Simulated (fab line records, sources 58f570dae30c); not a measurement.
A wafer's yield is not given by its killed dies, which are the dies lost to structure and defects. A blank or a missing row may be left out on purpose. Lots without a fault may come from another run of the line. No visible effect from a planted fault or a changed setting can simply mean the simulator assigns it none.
fab line records	flow berkeley-cmos170
record lots=5	wafers=23
route steps=331 shown M1@250 V1@264 M2@272 V2@299 M3@314
start-h: hours from the record's opening day to when the first of the lot's shown wafers began	wait-h: time in hours since the lot's previous step	" as in the row above	L1.1+2: a single row standing in for several wafers	- no value, or no start was given	* or withheld: withheld	< > ~ a bound
route shown NAME@n: a module of which the file shows steps, and the number in the route of the first	usual: mean and standard deviation over wafers with no fault	same: alike in all rows	chamber/n: place in a boat	sites: each site's reading	_std_site: the values' standard deviation	_edge_site: outer sites' mean less inner sites'	radius-mm: for every site, how far away it sits from the centre of the wafer	mask NAME#n: copy n	behind: the tool/chamber that last shaped the wafer	hold: why the lot went on hold/how many hours it stayed there/how the hold came to an end	device: which transistor (n, p or np) failed to switch	end of line: tests of these same wafers at the route's end	step lacking rows: just its recipe	killed: count of dies lost to structure and defects at first sort (not the wafer's yield)	map: a wafer's dies, x killed, . not, _ none there
set.NAME: the setting that was run; set.NAME@STEP: the one run at that earlier step	model.NAME: the simulator's own value behind a step, which no gauge read
one table per step and one row per wafer, for lots whose settings were changed on purpose
## steps
# step UCB170_M1_METAL_ETCH_12
# recipe chemistry=Cl2/BCl3	target=Al	stop-on=PSG	pressure-mtorr=12	target-depth-a=7800	over-etch-frac=0.3	time-s=130	icp-w=600	bias-w=120	Cl2_flow_sccm=90	bcl3-flow-sccm=45
# usual oes-product-au=0.850/0.018
lot.wafer	tool	chamber	start-h	wait-h	set.time-s	oes-product-au	model.KrF_of_M1_COAT_04.thk-nm
L075.1	rie-metal-01	1	136.88	-	130	0.856	422.4
L075.2	"	0	"	"	130	0.828	420.6
L075.3	"	0	"	"	130	0.841	425.9
L075.4	"	1	"	"	130	0.858	423.7
L075.6	"	0	"	"	130	0.847	423.9
L078.3	rie-metal-04	1	173.32	-	130	0.883	434.1
L078.4	"	0	"	"	130	0.824	430.8
L078.6	"	0	"	"	130	0.826	430
L080.1	rie-metal-03	0	173.51	-	130	0.855	422.7
L080.2	"	1	"	"	130	0.864	426.4
L080.3	"	1	"	"	130	0.876	424.6
L080.5	"	0	"	"	130	0.866	424.4
L080.6	"	1	"	"	130	0.871	430.1
L081.1	rie-metal-01	0	174.93	-	113.3	0.920	484.8
L081.2	"	0	"	"	130	0.832	428.8
L081.3	"	0	"	"	130	0.835	425
L081.4	"	0	"	"	113.3	0.908	487.5
L081.6	"	0	"	"	113.3	0.896	483.9
L083.1	rie-metal-03	0	190.28	-	114.7	0.913	481.9
L083.2	"	1	"	"	130	0.864	429.1
L083.4	"	0	"	"	130	0.862	426
L083.5	"	1	"	"	130	0.851	427.4
L083.6	"	0	"	"	114.7	0.938	481.6
# step UCB170_V1_PEB_10
# recipe peb-temp-c=130	peb-time-s=withheld	resist=KrF
lot.wafer	tool	chamber	start-h	wait-h	set.peb-temp-c
L075.1+2+3+4+6	litho-track-03	0	145.57	0.5	130
L080.1+2+5	litho-track-01	0	180.08	0.1	130
L080.3+6	"	0	"	"	127.2
L078.3+4+6	litho-track-02	0	180.36	0.1	130
L081.1+3+6	litho-track-01	0	180.40	0.1	130
L081.2+4	"	0	"	"	127.3
L083.1+2	litho-track-01	0	201.04	0.7	132
L083.4+5+6	"	0	"	"	130
# step UCB170_V1_DEVELOP_11
# recipe developer=TMAH	develop-time-s=45	resist=KrF	dev-temp-c=21
# step UCB170_V1_CD_MEAS_12
# recipe target-cd-nm=700
# usual cd-nm=700.2/1.1
lot.wafer	tool	chamber	start-h	wait-h	set.peb-temp-c@V1_PEB_10	cd-nm
L075.1	cd-sem-02	-	145.84	-	130	698.0
L075.2	"	-	"	"	130	698.9
L075.3	"	-	"	"	130	697.9
L075.4	"	-	"	"	130	698.7
L075.6	"	-	"	"	130	699.1
L080.1	cd-sem-02	-	180.35	-	130	699.5
L080.2	"	-	"	"	130	700.9
L080.3	"	-	"	"	127.2	680.0
L080.5	"	-	"	"	130	699.0
L080.6	"	-	"	"	127.2	678.5
L078.3	cd-sem-02	-	180.63	-	130	701.5
L078.4	"	-	"	"	130	701.6
L078.6	"	-	"	"	130	701.8
L081.1	cd-sem-01	-	180.68	-	130	700.1
L081.2	"	-	"	"	127.3	681.0
L081.3	"	-	"	"	130	700.4
L081.4	"	-	"	"	127.3	679.6
L081.6	"	-	"	"	130	701.2
L083.1	cd-sem-02	-	201.32	-	132	711.6
L083.2	"	-	"	"	132	712.5
L083.4	"	-	"	"	130	700.6
L083.5	"	-	"	"	130	699.7
L083.6	"	-	"	"	130	699.8
# step UCB170_V1_ETCH_14
# recipe chemistry=CHF3/CF4/Ar	target=SiO2	stop-on=Al	CHF3_flow_sccm=45	cf4-flow-sccm=15	Ar_flow_sccm=150	pressure-mtorr=200	rf-w=700	target-depth-a=12500	over-etch-frac=0.25	time-s=291
lot.wafer	tool	chamber	start-h	wait-h	set.peb-temp-c@V1_PEB_10	model.V1.cd-nm
L075.1	rie-diel-02	2	146.00	0.0	130	698.1
L075.2	"	0	"	"	130	699
L075.3	"	3	"	"	130	698.7
L075.4	"	1	"	"	130	698.2
L075.6	"	1	"	"	130	698.6
L080.1	rie-diel-02	3	180.51	0.0	130	700.6
L080.2	"	2	"	"	130	699.8
L080.3	"	0	"	"	127.2	680
L080.5	"	1	"	"	130	698.2
L080.6	"	0	"	"	127.2	679
L078.3	rie-diel-04	1	180.74	0.0	130	701
L078.4	"	2	"	"	130	701.2
L078.6	"	3	"	"	130	701.9
L081.1	rie-diel-01	0	180.83	0.0	130	699.9
L081.2	"	3	"	"	127.3	680.6
L081.3	"	2	"	"	130	701.1
L081.4	"	1	"	"	127.3	680.2
L081.6	"	3	"	"	130	700.4
L083.1	rie-diel-01	2	201.47	0.0	132	710.5
L083.2	"	0	"	"	132	711.1
L083.4	"	0	"	"	130	699.3
L083.5	"	2	"	"	130	699.7
L083.6	"	3	"	"	130	698.4
# step UCB170_V1_STRIP_15
# recipe chemistry=O2	power-w=400	pressure-mtorr=3500	platen-temp-c=withheld	o2-flow-sccm=400	overash-fraction=0.5
# step UCB170_V1_CD_MEAS_90
# recipe target-cd-nm=700
# usual cd-nm=700.3/1.3
lot.wafer	tool	chamber	start-h	wait-h	set.peb-temp-c@V1_PEB_10	cd-nm
L075.1	cd-sem-01	-	146.28	0.1	130	698.0
L075.2	"	-	"	"	130	698.7
L075.3	"	-	"	"	130	698.7
L075.4	"	-	"	"	130	698.1
L075.6	"	-	"	"	130	698.9
L080.1	cd-sem-02	-	180.79	0.1	130	700.4
L080.2	"	-	"	"	130	699.8
L080.3	"	-	"	"	127.2	679.5
L080.5	"	-	"	"	130	698.3
L080.6	"	-	"	"	127.2	679.1
L078.3	cd-sem-01	-	181.06	0.1	130	701.4
L078.4	"	-	"	"	130	701.3
L078.6	"	-	"	"	130	701.8
L081.1	cd-sem-02	-	181.11	0.1	130	699.9
L081.2	"	-	"	"	127.3	680.6
L081.3	"	-	"	"	130	701.2
L081.4	"	-	"	"	127.3	680.2
L081.6	"	-	"	"	130	700.3
L083.1	cd-sem-02	-	201.75	0.1	132	710.8
L083.2	"	-	"	"	132	711.4
L083.4	"	-	"	"	130	699.3
L083.5	"	-	"	"	130	699.8
L083.6	"	-	"	"	130	698.5
# step UCB170_M2_SPUTTER_01
# recipe material=Al	target-thk-nm=900	time-s=120	power-w=6000	chamber-pressure-pa=0.5
lot.wafer	tool	chamber	start-h	wait-h	set.time-s	model.Al_of_M2_SPUTTER_01.thk-nm
L075.1	pvd-sputter-02	-	146.46	0.0	120	915.3
L075.2	"	-	"	"	107.8	818.4
L075.3	"	-	"	"	120	916.4
L075.4	"	-	"	"	107.8	825.5
L075.6	"	-	"	"	120	913.9
L080.1	pvd-sputter-01	-	180.97	0.0	106.6	803.4
L080.2	"	-	"	"	106.6	812.6
L080.3	"	-	"	"	120	906.9
L080.5	"	-	"	"	120	908.2
L080.6	"	-	"	"	120	915.1
L078.3	pvd-sputter-02	-	181.21	0.0	120	907.7
L078.4	"	-	"	"	120	916.4
L078.6	"	-	"	"	120	916.7
L081.1	pvd-sputter-03	-	181.30	0.0	112.5	850.6
L081.2	"	-	"	"	120	908.6
L081.3	"	-	"	"	112.5	836.5
L081.4	"	-	"	"	112.5	853.2
L081.6	"	-	"	"	120	906.4
L083.1	pvd-sputter-02	-	201.94	0.0	120	920.3
L083.2	"	-	"	"	105.5	807
L083.4	"	-	"	"	105.5	815.2
L083.5	"	-	"	"	120	928.2
L083.6	"	-	"	"	120	909.8
# step UCB170_M2_RS_MEAS_02
# recipe thk-meas-gauge=four-point-probe	reads=Al_of_M2_SPUTTER_01
# usual M2_AL_RS=0.0320/0.00032
lot.wafer	tool	chamber	start-h	wait-h	set.time-s@M2_SPUTTER_01	M2_AL_RS[ohm/sq]
L075.1	film-metro-04	-	146.55	0.0	120	0.0317
L075.2	"	-	"	"	107.8	0.0355
L075.3	"	-	"	"	120	0.0317
L075.4	"	-	"	"	107.8	0.0353
L075.6	"	-	"	"	120	0.0318
L080.1	film-metro-04	-	181.06	0.0	106.6	0.0361
L080.2	"	-	"	"	106.6	0.0357
L080.3	"	-	"	"	120	0.0320
L080.5	"	-	"	"	120	0.0320
L080.6	"	-	"	"	120	0.0317
L078.3	film-metro-01	-	181.33	0.1	120	0.0319
L078.4	"	-	"	"	120	0.0316
L078.6	"	-	"	"	120	0.0316
L081.1	film-metro-04	-	181.38	0.0	112.5	0.0341
L081.2	"	-	"	"	120	0.0319
L081.3	"	-	"	"	112.5	0.0347
L081.4	"	-	"	"	112.5	0.0340
L081.6	"	-	"	"	120	0.0320
L083.1	film-metro-01	-	202.02	0.0	120	0.0314
L083.2	"	-	"	"	105.5	0.0359
L083.4	"	-	"	"	105.5	0.0357
L083.5	"	-	"	"	120	0.0313
L083.6	"	-	"	"	120	0.0317
# step UCB170_M2_THK_MEAS_03
# recipe thk-meas-gauge=xrf	reads=Al_of_M2_SPUTTER_01
# usual M2_AL_THK=895/9
lot.wafer	tool	chamber	start-h	wait-h	set.time-s@M2_SPUTTER_01	M2_AL_THK[nm]
L075.1	film-metro-04	-	146.67	0.1	120	912
L075.2	"	-	"	"	107.8	817
L075.3	"	-	"	"	120	913
L075.4	"	-	"	"	107.8	819
L075.6	"	-	"	"	120	910
L080.1	film-metro-04	-	181.18	0.1	106.6	794
L080.2	"	-	"	"	106.6	804
L080.3	"	-	"	"	120	900
L080.5	"	-	"	"	120	903
L080.6	"	-	"	"	120	900
L078.3	film-metro-01	-	181.43	0.1	120	895
L078.4	"	-	"	"	120	899
L078.6	"	-	"	"	120	895
L081.1	film-metro-04	-	181.50	0.1	112.5	839
L081.2	"	-	"	"	120	894
L081.3	"	-	"	"	112.5	827
L081.4	"	-	"	"	112.5	843
L081.6	"	-	"	"	120	893
L083.1	film-metro-01	-	202.14	0.1	120	905
L083.2	"	-	"	"	105.5	791
L083.4	"	-	"	"	105.5	799
L083.5	"	-	"	"	120	907
L083.6	"	-	"	"	120	890
# step UCB170_M2_METAL_ETCH_18
# recipe chemistry=Cl2/BCl3	target=Al	stop-on=SiO2	pressure-mtorr=12	target-depth-a=11700	over-etch-frac=0.3	time-s=195	icp-w=600	bias-w=120	Cl2_flow_sccm=90	bcl3-flow-sccm=45
# usual oes-product-au=0.857/0.018
lot.wafer	tool	chamber	start-h	wait-h	set.over-etch-frac	set.time-s@M2_SPUTTER_01	oes-product-au
L075.1	rie-metal-02	1	149.29	-	0.3	120	0.878
L075.2	"	0	"	"	0.346	107.8	0.810
L075.3	"	0	"	"	0.346	120	0.867
L075.4	"	1	"	"	0.3	107.8	0.822
L075.6	"	0	"	"	0.3	120	0.873
L080.1	rie-metal-04	0	183.33	-	0.3	106.6	0.779
L080.2	"	1	"	"	0.3	106.6	0.821
L080.3	"	0	"	"	0.3	120	0.835
L080.5	"	0	"	"	0.3	120	0.827
L080.6	"	1	"	"	0.3	120	0.877
L078.3	rie-metal-01	0	183.81	-	0.3	120	0.839
L078.4	"	0	"	"	0.3	120	0.841
L078.6	"	0	"	"	0.3	120	0.841
L081.1	rie-metal-02	1	183.82	-	0.238	112.5	0.870
L081.2	"	0	"	"	0.238	120	0.902
L081.3	"	0	"	"	0.3	112.5	0.837
L081.4	"	1	"	"	0.3	112.5	0.846
L081.6	"	1	"	"	0.238	120	0.887
L083.1	rie-metal-01	0	204.87	-	0.3	120	0.849
L083.2	"	1	"	"	0.3	105.5	0.801
L083.4	"	1	"	"	0.3	105.5	0.806
L083.5	"	0	"	"	0.3	120	0.850
L083.6	"	1	"	"	0.3	120	0.853
# step UCB170_V2_COAT_07
# recipe resist=KrF	spin-rpm=1500	resist-thk-nm=900
lot.wafer	tool	chamber	start-h	wait-h	set.spin-rpm	model.KrF_of_V2_COAT_07.thk-nm
L075.1+6	litho-track-03	0	150.96	0.1	1536	887.2
L075.2	"	0	"	"	1536	888.6
L075.3	"	0	"	"	1500	893.5
L075.4	"	0	"	"	1500	899.3
L080.1	litho-track-04	0	185.68	0.1	1500	902.1
L080.2	"	0	"	"	1500	898.9
L080.3	"	0	"	"	1500	901.3
L080.5	"	0	"	"	1500	900.6
L080.6	"	0	"	"	1500	903.3
L081.1	litho-track-01	0	185.95	0.1	1500	897.3
L081.2	"	0	"	"	1500	900.3
L081.3	"	0	"	"	1500	896.2
L081.4	"	0	"	"	1500	899
L081.6	"	0	"	"	1500	895.6
L078.3	litho-track-04	0	186.18	0.1	1500	898.3
L078.4	"	0	"	"	1500	900.7
L078.6	"	0	"	"	1500	898.4
L083.1	litho-track-03	0	206.31	0.1	1564	882
L083.2	"	0	"	"	1500	900
L083.4	"	0	"	"	1564	882.4
L083.5	"	0	"	"	1500	899.9
L083.6	"	0	"	"	1500	900.2
# step UCB170_V2_EXPOSE_09
# recipe mask-id=VIA2	target-cd-nm=700	na=0.5	sigma-outer=0.6	source-shape=conventional	dose-mj=37
lot.wafer	tool	chamber	start-h	wait-h	mask	set.dose-mj
L075.1+3	krf-scanner-01	0	151.38	0.2	VIA2#0	37
L075.2+4+6	"	0	"	"	VIA2#0	39.09
L080.1+6	krf-scanner-01	0	185.98	0.1	VIA2#0	38.96
L080.2+3+5	"	0	"	"	VIA2#0	37
L081.1+2+3+4+6	krf-scanner-01	0	186.25	0.1	VIA2#0	37
L078.3+4+6	krf-scanner-01	0	186.46	0.1	VIA2#0	37
L083.1+2+4	krf-scanner-02	0	206.83	0.3	VIA2#0	35.87
L083.5+6	"	0	"	"	VIA2#0	37
# step UCB170_V2_PEB_10
# recipe peb-temp-c=130	peb-time-s=withheld	resist=KrF
# step UCB170_V2_DEVELOP_11
# recipe developer=TMAH	develop-time-s=45	resist=KrF	dev-temp-c=21
# step UCB170_V2_CD_MEAS_12
# recipe target-cd-nm=700
# usual cd-nm=699.6/1.8
lot.wafer	tool	chamber	start-h	wait-h	set.dose-mj@V2_EXPOSE_09	cd-nm
L075.1	cd-sem-01	-	152.17	-	37	698.0
L075.2	"	-	"	"	39.09	709.5
L075.3	"	-	"	"	37	699.6
L075.4	"	-	"	"	39.09	709.1
L075.6	"	-	"	"	39.09	709.9
L080.1	cd-sem-02	-	187.32	-	38.96	706.6
L080.2	"	-	"	"	37	697.3
L080.3	"	-	"	"	37	695.8
L080.5	"	-	"	"	37	699.2
L080.6	"	-	"	"	38.96	705.3
L081.1	cd-sem-01	-	187.43	-	37	700.6
L081.2	"	-	"	"	37	701.5
L081.3	"	-	"	"	37	701.9
L081.4	"	-	"	"	37	700.0
L081.6	"	-	"	"	37	699.6
L078.3	cd-sem-01	-	187.60	-	37	696.3
L078.4	"	-	"	"	37	699.1
L078.6	"	-	"	"	37	698.5
L083.1	cd-sem-01	-	207.22	-	35.87	691.9
L083.2	"	-	"	"	35.87	691.6
L083.4	"	-	"	"	35.87	693.5
L083.5	"	-	"	"	37	697.3
L083.6	"	-	"	"	37	697.9
# step UCB170_V2_ETCH_14
# recipe chemistry=CHF3/CF4/Ar	target=SiO2	stop-on=Al	CHF3_flow_sccm=45	cf4-flow-sccm=15	Ar_flow_sccm=150	pressure-mtorr=200	rf-w=700	target-depth-a=12500	over-etch-frac=0.25	time-s=291
lot.wafer	tool	chamber	start-h	wait-h	set.dose-mj@V2_EXPOSE_09	model.V2.cd-nm
L075.1	rie-diel-02	2	152.32	0.0	37	698.2
L075.2+4	"	0,1	"	"	39.09	709.5
L075.3	"	3	"	"	37	700
L075.6	"	0	"	"	39.09	709.4
L080.1	rie-diel-04	3	187.47	0.0	38.96	706.5
L080.2	"	2	"	"	37	697.3
L080.3	"	1	"	"	37	696.5
L080.5	"	3	"	"	37	699
L080.6	"	0	"	"	38.96	705.1
L081.1	rie-diel-03	3	187.58	0.0	37	701
L081.2	"	2	"	"	37	701.7
L081.3	"	1	"	"	37	701.6
L081.4	"	2	"	"	37	700.2
L081.6	"	1	"	"	37	700
L078.3	rie-diel-02	2	187.72	0.0	37	696.8
L078.4	"	3	"	"	37	699.6
L078.6	"	1	"	"	37	699
L083.1	rie-diel-03	2	207.38	0.0	35.87	692.7
L083.2	"	3	"	"	35.87	691.2
L083.4	"	1	"	"	35.87	692.3
L083.5	"	2	"	"	37	697.5
L083.6	"	3	"	"	37	697
# step UCB170_V2_STRIP_15
# recipe chemistry=O2	power-w=400	pressure-mtorr=3500	platen-temp-c=withheld	o2-flow-sccm=400	overash-fraction=0.5
# step UCB170_V2_CD_MEAS_90
# recipe target-cd-nm=700
# usual cd-nm=699.6/1.9
lot.wafer	tool	chamber	start-h	wait-h	set.dose-mj@V2_EXPOSE_09	cd-nm
L075.1	cd-sem-01	-	152.60	0.1	37	697.8
L075.2	"	-	"	"	39.09	709.3
L075.3	"	-	"	"	37	699.9
L075.4	"	-	"	"	39.09	709.3
L075.6	"	-	"	"	39.09	709.4
L080.1	cd-sem-01	-	187.75	0.1	38.96	706.3
L080.2	"	-	"	"	37	697.5
L080.3	"	-	"	"	37	696.6
L080.5	"	-	"	"	37	699.2
L080.6	"	-	"	"	38.96	705.4
L081.1	cd-sem-02	-	187.86	0.1	37	700.9
L081.2	"	-	"	"	37	702.0
L081.3	"	-	"	"	37	701.7
L081.4	"	-	"	"	37	700.2
L081.6	"	-	"	"	37	699.9
L078.3	cd-sem-01	-	188.03	0.1	37	696.5
L078.4	"	-	"	"	37	699.4
L078.6	"	-	"	"	37	698.9
L083.1	cd-sem-02	-	207.65	0.1	35.87	692.7
L083.2	"	-	"	"	35.87	691.3
L083.4	"	-	"	"	35.87	692.2
L083.5	"	-	"	"	37	697.3
L083.6	"	-	"	"	37	696.7
# step UCB170_M3_COAT_05
# recipe resist=KrF	spin-rpm=1500	resist-thk-nm=900
lot.wafer	tool	chamber	start-h	wait-h	set.resist-thk-nm	model.KrF_of_M3_COAT_05.thk-nm
L075.1	litho-track-04	0	153.80	0.1	900	902.9
L075.2	"	0	"	"	850.4	851.5
L075.3	"	0	"	"	850.4	848.8
L075.4	"	0	"	"	900	901.1
L075.6	"	0	"	"	850.4	852.3
L080.1	litho-track-03	0	189.06	0.1	900	899.8
L080.2	"	0	"	"	900	902
L080.3	"	0	"	"	848.6	851.5
L080.5	"	0	"	"	848.6	848.7
L080.6	"	0	"	"	900	900.2
L081.1	litho-track-02	0	189.19	0.1	947.5	948.3
L081.2	"	0	"	"	947.5	947.9
L081.3	"	0	"	"	947.5	946.9
L081.4	"	0	"	"	900	897.4
L081.6	"	0	"	"	900	897.6
L078.3	litho-track-04	0	189.53	0.1	900	896.5
L078.4	"	0	"	"	900	897.4
L078.6	"	0	"	"	900	896.8
L083.1	litho-track-03	0	208.48	0.1	900	900.3
L083.2	"	0	"	"	873.9	875.7
L083.4	"	0	"	"	873.9	874.9
L083.5	"	0	"	"	900	901.7
L083.6	"	0	"	"	873.9	874.6
# step UCB170_M3_SOFTBAKE_06
# recipe resist=KrF	temp-c=130	time-s=60
# step UCB170_M3_STRIP_07
# recipe chemistry=O2	power-w=400	pressure-mtorr=3500	platen-temp-c=withheld	o2-flow-sccm=400	overash-fraction=0.5
# usual strip-time-to-endpoint-s=21.97/0.057
lot.wafer	tool	chamber	start-h	wait-h	set.resist-thk-nm@M3_COAT_05	strip-time-to-endpoint-s
L075.1	plasma-asher-04	1	154.10	0.1	900	22.03
L075.2	"	0	"	"	850.4	20.81
L075.3	"	0	"	"	850.4	20.74
L075.4	"	1	"	"	900	21.99
L075.6	"	1	"	"	850.4	20.82
L080.1	plasma-asher-01	1	189.36	0.1	900	21.96
L080.2	"	0	"	"	900	22.00
L080.3	"	0	"	"	848.6	20.81
L080.5	"	0	"	"	848.6	20.73
L080.6	"	1	"	"	900	21.98
L081.1	plasma-asher-04	1	189.49	0.1	947.5	23.10
L081.2	"	0	"	"	947.5	23.13
L081.3	"	1	"	"	947.5	23.08
L081.4	"	0	"	"	900	21.92
L081.6	"	1	"	"	900	21.93
L078.3	plasma-asher-02	1	189.81	0.1	900	21.88
L078.4	"	0	"	"	900	21.90
L078.6	"	0	"	"	900	21.89
L083.1	plasma-asher-04	1	208.78	0.1	900	21.98
L083.2	"	0	"	"	873.9	21.38
L083.4	"	0	"	"	873.9	21.37
L083.5	"	0	"	"	900	22.01
L083.6	"	1	"	"	873.9	21.36
## key
split step=UCB170_M1_METAL_ETCH_12	setting=time-s	stated=130	by=wafer
response step=UCB170_M1_METAL_ETCH_12	reading=oes-product-au	change=-0.00575	per=1%	r=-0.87
response step=UCB170_M1_METAL_ETCH_12	reading=model.KrF_of_M1_COAT_04.thk-nm	change=-4.58	per=1%	r=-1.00
split step=UCB170_V1_PEB_10	setting=peb-temp-c	stated=130	by=wafer
response step=UCB170_V1_CD_MEAS_12	reading=cd-nm	change=+9.26	per=1%	r=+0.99
response step=UCB170_V1_ETCH_14	reading=model.V1.cd-nm	change=+9.07	per=1%	r=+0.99
response step=UCB170_V1_CD_MEAS_90	reading=cd-nm	change=+9.14	per=1%	r=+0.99
split step=UCB170_M2_SPUTTER_01	setting=time-s	stated=120	by=wafer
response step=UCB170_M2_SPUTTER_01	reading=model.Al_of_M2_SPUTTER_01.thk-nm	change=+9.14	per=1%	r=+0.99
response step=UCB170_M2_RS_MEAS_02	reading=M2_AL_RS	change=-0.000362	per=1%	r=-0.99
response step=UCB170_M2_THK_MEAS_03	reading=M2_AL_THK	change=+9.03	per=1%	r=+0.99
response step=UCB170_M2_METAL_ETCH_18	reading=oes-product-au	change=+0.00469	per=1%	r=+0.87
split step=UCB170_M2_METAL_ETCH_18	setting=over-etch-frac	stated=0.3	by=wafer
response none clear
split step=UCB170_V2_COAT_07	setting=spin-rpm	stated=1500	by=wafer
response step=UCB170_V2_COAT_07	reading=model.KrF_of_V2_COAT_07.thk-nm	change=-4.05	per=1%	r=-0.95
split step=UCB170_V2_EXPOSE_09	setting=dose-mj	stated=37	by=wafer
response step=UCB170_V2_CD_MEAS_12	reading=cd-nm	change=+1.75	per=1%	r=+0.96
response step=UCB170_V2_ETCH_14	reading=model.V2.cd-nm	change=+1.7	per=1%	r=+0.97
response step=UCB170_V2_CD_MEAS_90	reading=cd-nm	change=+1.69	per=1%	r=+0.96
split step=UCB170_M3_COAT_05	setting=resist-thk-nm	stated=900	by=wafer
response step=UCB170_M3_COAT_05	reading=model.KrF_of_M3_COAT_05.thk-nm	change=+9.18	per=1%	r=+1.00
response step=UCB170_M3_STRIP_07	reading=strip-time-to-endpoint-s	change=*	per=1%	r=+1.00
